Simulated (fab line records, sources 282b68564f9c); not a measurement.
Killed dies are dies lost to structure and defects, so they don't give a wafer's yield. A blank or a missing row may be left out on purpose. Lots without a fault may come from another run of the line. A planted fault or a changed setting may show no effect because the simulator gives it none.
fab line records | flow rit_cmos
record lots=14 wafers=42 last_day=7
route steps=202 shown PWELL@44
lots that met no fault: from a run of the same line without faults
start_h: hours from the record's first day to the start of the lot's first wafer shown | wait_h: hours since the lot's step before | " the same as in the row above | L1.1+2: a row that stands for several wafers | - no value, or no start given | * or withheld: withheld | < > ~ a bound
route shown NAME@n: a module of which the file shows steps, and the number in the route of the first | usual: mean/standard deviation of fault-free wafers | same: alike in all rows | chamber/n: place in a boat | sites: the reading at each site | _std_site: their standard deviation | _edge_site: outer sites' mean less inner sites' | radius_mm: how far each site lies from the wafer's centre | mask NAME#n: copy n | behind: the tool/chamber that last shaped the wafer | hold: why the lot was held/for how many hours/how that ended | device: the transistor (n, p or np) that didn't switch | end of line: the same wafers' tests at the end of the route | a step without rows: its recipe alone | killed: dies lost to structure and defects at the first sort, not the wafer's yield | map: a wafer's dies, x killed, . not, _ none there
set.NAME: the setting as run; set.NAME@STEP: as run at that earlier step | model.NAME: the simulator's own value behind a step, which no gauge read
steps of the route over a sample of lots; a table a step, a row a wafer
## steps
# step RIT_PWELL_DEVELOP_05
# recipe resist=NOVOLAK develop_time_s=68 dev_temp_c=23
# usual chill_plate_temp_C=22.99/0.11 develop_time_s=68/0
# columns lot.wafer tool chamber start_h wait_h chill_plate_temp_C develop_time_s
L900.2 litho_track-04 0 32 - 22.99 68
L900.4 " 0 " " 22.95 68
L900.6 " 0 " " 23.11 68
L902.1 litho_track-03 0 42 - 22.84 68
L902.4 " 0 43 - 22.92 68
L902.6 " 0 " " 22.72 68
L903.1 litho_track-03 0 49 - 22.95 68
L903.2 " 0 " " 22.85 68
L903.4 " 0 50 - 22.88 68
L910.2 litho_track-02 - 83 - - -
L910.3 " - " " - -
L910.4 " - " " - -
L911.1 litho_track-04 - 87 - - -
L911.2 " - " " - -
L911.6 " - " " - -
L912.3 litho_track-04 0 95 - 23.15 68
L912.4 " 0 " " 23.00 68
L912.5 " 0 " " 23.01 68
L913.3 litho_track-03 0 99 - 22.94 68
L913.4 " 0 " " 22.96 68
L913.5 " 0 " " 22.99 68
L914.3 litho_track-03 0 103 - 22.98 68
L914.4 " 0 " " 22.97 68
L914.5 " 0 " " 23.09 68
L915.1 litho_track-04 0 108 - 23.06 68
L915.3 " 0 " " 23.06 68
L915.4 " 0 " " 23.05 68
L916.1 litho_track-02 0 113 - 23.08 68
L916.2 " 0 " " 22.90 68
L916.6 " 0 " " 23.03 68
L918.1 litho_track-03 0 123 - 23.19 68
L918.3 " 0 " " 23.11 68
L918.6 " 0 " " 23.07 68
L919.1 litho_track-03 0 127 - 22.94 68
L919.3 " 0 " " 23.00 68
L919.4 " 0 " " 22.99 68
L920.2 litho_track-03 0 133 - 22.98 68
L920.5 " 0 " " 22.94 68
L920.6 " 0 " " 22.88 68
L921.2 litho_track-04 0 137 - 23.25 68
L921.3 " 0 " " 23.21 68
L921.5 " 0 " " 23.08 68
## key
first_sign step=RIT_PWELL_DEVELOP_05 reading=tool_record direction=missing
effect none on later readings
met_at RIT_PWELL_DEVELOP_05
struck_lots L910,L911
sort_left_out L910.2,L910.3,L910.4,L911.1,L911.2,L911.6
tester_left_out L910,L911
onset_between 32 83
fault kind=skipped_step_whole tool=litho_track-02,litho_track-04 chamber=- onset_h=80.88 steps=RIT_PWELL_DEVELOP_05 scope=struck_lots_only
# tester_left_out: of these lots the tester's yield and bins aren't shown, on N5 and GAA mostly nor the transistor test; their killed dies are dies lost to structure and defects alone, not to doping, threshold or leakage, so they don't give the yield
# sort_left_out: the simulated sort isn't trusted on such a fault, so these wafers' sort isn't shown, and their yield isn't known
